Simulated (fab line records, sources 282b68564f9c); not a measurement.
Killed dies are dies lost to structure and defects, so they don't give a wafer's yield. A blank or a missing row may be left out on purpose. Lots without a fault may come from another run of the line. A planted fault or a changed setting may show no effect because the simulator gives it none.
A struck lot beside a sound one | flow rit_cmos | 14 steps out of a route of 202
Sound: wafers L616.1, L616.2, L616.3. Struck: wafers L623.1, L623.4, L623.6. The cause comes at the end.
At each step with rows: each side's tool, then ch and its chambers, then its first start. Under that, the readings that differ: sound wafers | struck wafers | difference of the means | sigmas: that difference in standard deviations of wafers without a fault.
alike: readings whose means differ by less than 2 such deviations, and words and numbers that are the same on both sides. not compared: withheld readings, readings that some wafer has no value for, bounds like >300 that may hide the same value, and numbers for which the record gives no deviation and whose values overlap.
The two part at a step that has a row with sigmas, a row that says differs or no value, or rows on one side only. Numbers that don't overlap but have no deviation are shown without sigmas and don't part them. A reading that every wafer of one side lacks parts them only if that side has two wafers or more.

first, 2 steps without rows for these wafers: RIT_NSD_PEB_04; RIT_NSD_DEVELOP_05 (develop time 50 s).
RIT_NSD_OVL_MEAS_06:
  sound on overlay-01, day 4 21:18; struck on overlay-02, day 6 07:49
  reading      | sound       | struck         | difference | sigmas
  NSD_OVL (nm) | 1.8 0.5 2.1 | -2.5 -1.3 -1.9 | -3.4       | -3
then, 2 steps without rows for these wafers: RIT_NSD_HARDBAKE_07 (time 60 s); RIT_NSD_IMPLANT_08.
RIT_NSD_STRIP_09: strips in O2, time 180 s.
  sound on plasma_asher-04 ch 0,1, day 4 21:38; struck on plasma_asher-04 ch 0, day 6 08:10
  alike: drypump_motor_current_A
  not compared: rf_hours_counter_h
RIT_NSD_TW_MEAS_10:
  sound on film_metro-02, day 4 21:49; struck on film_metro-02, day 6 08:20
  alike: NSD_TW
then, 5 steps without rows for these wafers: RIT_PSD_HMDS_00 (prime time 60 s); RIT_PSD_COAT_01 (resist thk 1000 nm); RIT_PSD_SOFTBAKE_02 (time 60 s); RIT_PSD_EXPOSE_03 (exposes mask M10, target cd 40900 nm); RIT_PSD_PEB_04.
RIT_PSD_DEVELOP_05: develop time 50 s.
  sound on litho_track-02 ch 0, day 4 22:00; struck on litho_track-03, day 6 09:00
  no value came back on the struck wafers for chill_plate_temp_C (C), develop_time_s (s); on the sound wafers chill_plate_temp_C (C) reads 23.05 22.94 23.13
RIT_PSD_OVL_MEAS_06:
  sound on overlay-02, day 4 22:51; struck on overlay-01, day 6 09:14
  reading      | sound        | struck | difference                    | sigmas
  PSD_OVL (nm) | -0.2 2.5 1.5 | - - -  | no value on the struck wafers |

WHERE THEY PART
First at RIT_NSD_OVL_MEAS_06; last, within this record, at RIT_PSD_OVL_MEAS_06.

WHY: what the simulator had put in
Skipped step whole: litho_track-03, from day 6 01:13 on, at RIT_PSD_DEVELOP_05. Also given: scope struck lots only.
